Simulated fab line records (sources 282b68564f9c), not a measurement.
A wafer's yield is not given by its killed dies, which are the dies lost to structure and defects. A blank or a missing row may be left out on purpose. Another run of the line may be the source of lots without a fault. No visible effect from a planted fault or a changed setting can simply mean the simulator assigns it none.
Which tool is to blame?	flow rit cmos	14 lots, 42 wafers sampled, at 2 steps of a route of 202

WHAT EACH GAUGE READ, for each wafer
RIT_CONTACT_THK_MEAS_01. Usual: for CONTACT_TEOS_THK the level is 414 nm and the standard deviation is 5.2.
lot	measured	on	CONTACT_TEOS_THK (nm)	flag
L312	day 3 02:26	film metro-03	403 405 414	
L313	day 3 11:53	film metro-03	416 415 418	
L315	day 3 18:20	film metro-01	411 409 421	
L316	day 3 22:31	film metro-03	412 422 418	
L317	day 4 03:43	film metro-02	416 421 416	
L318	day 4 08:18	film metro-03	414 418 420	
L319	day 4 13:25	film metro-03	411 415 414	
L322	day 5 03:41	film metro-01	572 412 408	OFF
L323	day 5 11:08	film metro-03	412 405 416	
L325	day 5 21:57	film metro-02	414 423 589	OFF
L329	day 6 17:17	film metro-01	415 418 418	
L330	day 6 21:12	film metro-01	408 409 410	
L332	day 7 07:03	film metro-01	407 409 414	
L334	day 7 17:43	film metro-01	407 412 410	

WHICH TOOL RAN EACH LOT (tool, then ch and the chambers of the sampled wafers, then the start)
lot	RIT_CONTACT_CVD_00
L312	pecvd-04 ch 0,2, day 3 02:23
L313	pecvd-03 ch 0,2, day 3 11:50
L315	pecvd-04 ch 0,1,2, day 3 18:17
L316	pecvd-03 ch 0,2, day 3 22:26
L317	pecvd-02 ch 0,2, day 4 03:38
L318	pecvd-04 ch 0,1, day 4 08:14
L319	pecvd-03 ch 0,2, day 4 13:20
L322	pecvd-03 ch 0,1,2, day 5 03:38
L323	pecvd-02 ch 0,1, day 5 11:05
L325	pecvd-03 ch 0,1,2, day 5 21:53
L329	pecvd-02 ch 0,2, day 6 17:14
L330	pecvd-04 ch 1,2, day 6 21:08
L332	pecvd-02 ch 0,1, day 7 06:59
L334	pecvd-04 ch 0,1,2, day 7 17:39
- RIT_CONTACT_CVD_00: deposits SiO2 from TEOS, target thk 400 nm, time 63.41 s.

WHAT THE TOOLS THEMSELVES READ (means of the sampled wafers that have a number; where no wafer has one, the mark that the record gives instead)
RIT_CONTACT_CVD_00. Usual: 324 W for heater power w, sd 66.
lot	tool	heater power w (W)	flag
L312	pecvd-04	317	
L313	pecvd-03	351	
L315	pecvd-04	250	
L316	pecvd-03	323	
L317	pecvd-02	315	
L318	pecvd-04	284	
L319	pecvd-03	359	
L322	pecvd-03	360	
L323	pecvd-02	270	
L325	pecvd-03	386	
L329	pecvd-02	372	
L330	pecvd-04	222	
L332	pecvd-02	290	
L334	pecvd-04	292	

THE ANSWER, worked out from the rows above alone
Rule: a lot is off if the mean of its wafers that have a number lies more than 3 standard deviations from the usual mean. Also off: a lot with no number at a reading for which 4 or more lots have one. Where the step has rows for the other lots, those lots are counted as sound. After the gauges, taken in route order, come the tools' own readings; for these a lot's mean is taken, as printed above. At the first step where some lot is off, the reading lying furthest off is the one used; lots without a number count as furthest.
Off: L322, L325, at RIT_CONTACT_THK_MEAS_01 (CONTACT_TEOS_THK).
A tool fits if, at a process step before that reading, it ran every lot that is off, and no sound lot after the first of them. The gauges at RIT_CONTACT_THK_MEAS_01 are tried like those tools. One candidate fits, namely pecvd-03 at RIT_CONTACT_CVD_00. Its last sound lot is L319 (day 4 13:20), its first lot that is off L322 (day 5 03:38): a fault that began between those two fits.

WHAT HAD BEEN PUT IN BY THE SIMULATOR
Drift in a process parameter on pecvd-03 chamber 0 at RIT_CONTACT_CVD_00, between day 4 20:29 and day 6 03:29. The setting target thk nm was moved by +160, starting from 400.
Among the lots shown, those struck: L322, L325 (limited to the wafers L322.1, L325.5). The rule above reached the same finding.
